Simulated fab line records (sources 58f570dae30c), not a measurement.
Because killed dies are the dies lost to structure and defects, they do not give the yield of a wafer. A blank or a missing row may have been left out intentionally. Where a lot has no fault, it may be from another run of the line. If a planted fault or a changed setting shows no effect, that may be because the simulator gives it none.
Which tool did it?    flow berkeleyCmos170    7 lots (21 wafers sampled), 1 step of a 331-step route

== WHAT THE GAUGES SHOWED, per wafer ==
UCB170_NWELL_THK_MEAS_05.
lot   measured     on            NWELL_NITRIDE_THK (nm)
L224  day 2 13:14  filmMetro-03  226.7 226.6 225.1
L227  day 3 10:43  filmMetro-02  224.3 224.9 225.2
L230  day 3 21:26  filmMetro-03  223.0 224.6 225.3
L231  day 3 21:28  filmMetro-01  225.3 227.2 226.9
L235  day 4 16:45  filmMetro-01  221.4 221.6 221.4
L241  day 5 22:25  filmMetro-01  223.8 223.8 222.6
L246  day 7 01:28  filmMetro-02  225.0 223.8 223.1

== EACH LOT AND THE TOOL THAT RAN IT (in order: tool; ch and the chambers of the sampled wafers; start) ==
Before these readings, the record contains no process step.

== THE ANSWER, worked out from the rows above alone ==
Rule: usual is defined by the lots themselves. The widest of any qualifying gaps counts: lots, ordered by their means at a reading, are off when they make up no more than a third of the lots, leave a main group of 4 or more, and stand apart from it by 3 or more times the standard deviation of that group's means. A main group whose means are all the same, to the digits that the tables above print for the reading, isn't used. A lot without any number at a reading at which 4 lots or more have one is off too. Any other lot the step has rows for is counted as sound.
No lot is off on any of the readings shown, so nothing can be concluded from this.

== WHAT WAS PUT IN BY THE SIMULATOR ==
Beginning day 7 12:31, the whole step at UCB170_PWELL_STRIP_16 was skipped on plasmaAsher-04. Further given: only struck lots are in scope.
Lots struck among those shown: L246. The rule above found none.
